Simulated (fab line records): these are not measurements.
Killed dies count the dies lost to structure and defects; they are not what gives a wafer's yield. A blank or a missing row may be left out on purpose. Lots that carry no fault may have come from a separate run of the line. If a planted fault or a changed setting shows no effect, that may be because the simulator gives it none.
Problem report in the 8D (eight disciplines) form, filled by code || flow berkeleyCmos170 || the parts of the form that need people (team, actions taken, sign-off) are left out

1. THE PROBLEM
Wafers free of any fault read 26.20 ohm/sq (standard deviation 0.26) for SILICIDE_TI_RS at UCB170_SILICIDE_RS_MEAS_02, against a mean of 18.87 ohm/sq on 6 wafers of 2 lots. That is -28 standard deviations from the usual mean.
The step: measures by four-point-probe.
Earliest sighting: wafer L895.3 on filmMetro-03 at day 12 12:01. At this step, 42 wafers from 14 lots have a number in the record. Rule for "out" (also "out of limits"): further than 4 standard deviations from the usual mean. The other wafers with a number count as sound.

2. WHAT THIS IS AND IS NOT
{"question": "which readings at this step", "is": "SILICIDE_TI_RS", "is not": "-"}
{"question": "which lots", "is": "L895, L896", "is not": "L877, L878, L879, L880, L881, L883, L886, L887, L891, L897, L898, L899"}
{"question": "which wafers of those lots", "is": "all that have a number", "is not": "-"}
{"question": "read on which gauges", "is": "filmMetro-01, filmMetro-03", "is not": "filmMetro-02"}
{"question": "when", "is": "from day 12 12:01", "is not": "up to then (27 sound wafers); but 9 sound wafers of L897, L898, L899 came after"}

3. WHAT RULES OUT EACH SUSPECT
Counting: a tool at any process step up to the reading remains a suspect when it ran all the lots that are out and ran no sound lot after the first of those.
- the gauge at UCB170_SILICIDE_RS_MEAS_02 has been ruled out. The wafers that are out were read on 2 gauges (filmMetro-01, filmMetro-03).
- pvdSputter-01 at UCB170_SILICIDE_SPUTTER_01 (material Ti, target thk 30 nm, time 25 s): kept. It ran every lot that is out, first L895 (day 12 11:56), and no sound lot after that; its last sound lot up to then is L887 (day 10 11:19).
Left after counting: pvdSputter-01 at UCB170_SILICIDE_SPUTTER_01.

4. THE CAUSE (what the simulator had put in)
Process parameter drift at UCB170_SILICIDE_SPUTTER_01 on pvdSputter-01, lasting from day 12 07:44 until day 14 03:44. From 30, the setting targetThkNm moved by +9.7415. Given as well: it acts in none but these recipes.
This tool alone remained once counting was done.

5. SEQUENCE OF EFFECTS, ordered by route
Rows list readings where the struck wafers' mean (over those with a number) sits beyond 3 standard deviations from the usual. Readings are gone through only where the record gives a usual standard deviation; hours: the median, over the lots, of the time from a lot's start at the first step in this table giving one to that lot's start at this step; sigmas: the change measured in usual standard deviations.
{"hours": 0, "step": "UCB170_SILICIDE_RS_MEAS_02", "reading": "SILICIDE_TI_RS", "usual": "26.20 ohm/sq", "on struck wafers": 18.87, "change": -7.33, "sigmas": -28}
{"hours": 0, "step": "UCB170_SILICIDE_THK_MEAS_03", "reading": "SILICIDE_TI_THK", "usual": "30.49 nm", "on struck wafers": 40.44, "change": "+9.95", "sigmas": "+34"}

6. HOW IT WOULD HAVE BEEN CAUGHT EARLIER
In this record the first reading out of limits at a measuring or inspecting step was taken at day 12 12:01, 4 hours after the fault began at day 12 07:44.
An alarm limit of 4 standard deviations would not have fired on the tool readings at UCB170_SILICIDE_SPUTTER_01 for which the record gives a usual standard deviation, since none of them was out on any struck wafer.
Among the 2 lots that are out, L896 began UCB170_SILICIDE_SPUTTER_01 on pvdSputter-01 after day 12 12:01. Holding the tool at that time would have saved it.
